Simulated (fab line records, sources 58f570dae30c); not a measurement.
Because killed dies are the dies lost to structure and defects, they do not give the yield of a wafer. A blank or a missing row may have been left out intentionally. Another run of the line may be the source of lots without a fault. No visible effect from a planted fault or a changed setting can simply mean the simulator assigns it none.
8D (eight disciplines) problem report, filled in by code :: flow berkeley_cmos170 :: the parts of the form that need people (team, actions taken, sign-off) are left out

## 1. PROBLEM STATEMENT
V2_TEOS_THK at UCB170_V2_THK_MEAS_01 reads a mean of 1505 nm on 2 wafers of 1 lot; wafers without a fault read 2007 nm with a standard deviation of 25. That puts it -20 standard deviations away from the usual mean.
Seen first at day 10 20:23 on film_metro-02, wafer L115.1. At this step, 39 wafers from 13 lots have a number in the record. Rule for "out", or "out of limits": more than 4 standard deviations from the usual mean. The other wafers with a number count as sound.

## 2. WHAT IT IS, AND WHAT IT ISN'T
question: which readings at this step
is: V2_TEOS_THK
is not: -

question: which lots
is: L115
is not: L102, L103, L104, L105, L106, L110, L117, L118, L119, L121, L122, L123

question: which wafers of those lots
is: L115.1, L115.5
is not: L115.4

question: read on which gauges
is: film_metro-02
is not: film_metro-01, film_metro-03

question: when
is: from day 10 20:23
is not: up to then (19 sound wafers); but 18 sound wafers of L117, L118, L119, L121, L122, L123 came after

## 3. WHAT RULES OUT EACH SUSPECT
Counting: a tool at a process step up to the reading stays a suspect if it ran every lot that is out. Sound lots after the first of them don't rule it out here, since some wafers of a struck lot are sound.
- the gauge at UCB170_V2_THK_MEAS_01: kept. All the wafers that are out were read on film_metro-02, and no step on other tools shows them out.
- pecvd-03 at UCB170_V2_CVD_00 (deposits SiO2 from TEOS/O2, target thk 2000 nm, time 250 s): kept. L115, the lot that is out, went through it at day 10 20:14; up to then, the latest sound lot through it was L110 at day 9 22:13.
- At UCB170_V2_CVD_00 on pecvd-03, chamber 1 took the sound wafers of the same lots and chamber 0 took the wafers that are out.
The count leaves film_metro-02 at UCB170_V2_THK_MEAS_01 and pecvd-03 at UCB170_V2_CVD_00.

## 4. THE CAUSE (what the simulator had put in)
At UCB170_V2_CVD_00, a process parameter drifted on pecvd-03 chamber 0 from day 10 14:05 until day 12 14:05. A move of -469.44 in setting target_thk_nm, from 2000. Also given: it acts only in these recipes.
Of the 2 suspects that counting leaves, this tool is one.

## 5. SEQUENCE OF EFFECTS, ordered by route
One row per reading whose mean, taken over the struck wafers that have a number, lies over 3 standard deviations from the usual. Only readings whose record carries a usual standard deviation are examined. hours: median over the lots of the time between each lot's start at the first step of this table that gives one and its start at this step. sigmas: the change, counted in usual standard deviations.
hours: 0
step: UCB170_V2_THK_MEAS_01
reading: V2_TEOS_THK
usual: 2007 nm
on struck wafers: 1505
change: -502
sigmas: -20

## 6. HOW IT WOULD HAVE BEEN CAUGHT EARLIER
Counted from the fault's start at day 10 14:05, it took 6 hours until the first out-of-limits reading at a measuring or inspecting step in this record, taken at day 10 20:23.
An alarm limit of 4 standard deviations would not have fired on the tool readings at UCB170_V2_CVD_00 for which the record gives a usual standard deviation, since none of them was out on any struck wafer.
Lots out: 1; all had begun UCB170_V2_CVD_00 on pecvd-03 by day 10 20:23. Tool hold at that time: it would have spared none of them.
